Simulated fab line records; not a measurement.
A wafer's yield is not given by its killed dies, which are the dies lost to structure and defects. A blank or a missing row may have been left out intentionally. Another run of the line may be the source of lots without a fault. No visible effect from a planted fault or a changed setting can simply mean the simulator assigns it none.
Chamber matching / flow berkeley_cmos170 / cmp-02 running UCB170_V1_CMP_02: 4 sister chambers
The step polishes SiO2. 7 wafers are shown with their chamber, then 9 later ones without.

## WAFERS, EACH WITH ITS CHAMBER
wafer=L191.1; chamber=1; motor_current_A (A)=16.4; platen_rpm (rpm)=59.97
wafer=L195.6; chamber=2; motor_current_A (A)=17.2; platen_rpm (rpm)=59.99
wafer=L194.4; chamber=0; motor_current_A (A)=15.4; platen_rpm (rpm)=60.04
wafer=L194.5; chamber=3; motor_current_A (A)=16.9; platen_rpm (rpm)=60.03
wafer=L199.3; chamber=2; motor_current_A (A)=17.1; platen_rpm (rpm)=59.92
wafer=L199.5; chamber=0; motor_current_A (A)=15.7; platen_rpm (rpm)=59.94
wafer=L199.6; chamber=3; motor_current_A (A)=17.9; platen_rpm (rpm)=59.98

## WAFERS MISSING THEIR CHAMBER
wafer=L202.1; motor_current_A (A)=15.7; platen_rpm (rpm)=60.08
wafer=L202.3; motor_current_A (A)=15.7; platen_rpm (rpm)=60.01
wafer=L202.5; motor_current_A (A)=16.3; platen_rpm (rpm)=60.02
wafer=L201.4; motor_current_A (A)=18.0; platen_rpm (rpm)=60.01
wafer=L201.5; motor_current_A (A)=18.0; platen_rpm (rpm)=59.98
wafer=L201.6; motor_current_A (A)=16.8; platen_rpm (rpm)=60.02
wafer=L204.1; motor_current_A (A)=15.9; platen_rpm (rpm)=59.99
wafer=L204.5; motor_current_A (A)=16.6; platen_rpm (rpm)=60.00
wafer=L204.6; motor_current_A (A)=17.2; platen_rpm (rpm)=60.08

## WHICH CHAMBER EACH ONE RAN IN
wafer=L202.1; from the rows above=can't be placed: 0 or 1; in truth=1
wafer=L202.3; from the rows above=can't be placed: 0 or 1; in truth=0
wafer=L202.5; from the rows above=can't be placed: 1 or 0 or 2 or 3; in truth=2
wafer=L201.4; from the rows above=can't be placed: 3 or 2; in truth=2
wafer=L201.5; from the rows above=can't be placed: 3 or 2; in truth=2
wafer=L201.6; from the rows above=can't be placed: 1 or 3 or 2 or 0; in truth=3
wafer=L204.1; from the rows above=can't be placed: 0 or 1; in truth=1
wafer=L204.5; from the rows above=can't be placed: 1 or 2 or 3 or 0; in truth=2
wafer=L204.6; from the rows above=can't be placed: 3 or 2 or 1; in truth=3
0 of 9 placed correctly. Cannot be placed on the basis of these rows: 9; the candidates contain the true chamber in 9. Wrongly placed: 0.
How it was worked out, from the rows above alone: a wafer's distance from a chamber is the root of the sum, over the readings, of the square of ((its reading less the chamber's mean) divided by the reading's scatter). The wafer belongs to the nearest chamber; if the next one is less than 2 further off, it can't be placed. The mean given for a chamber averages the wafers shown for that chamber. The scatter: the root of (the sum of the squares of (reading less its chamber's mean) over the shown wafers, divided by (wafers less chambers)).
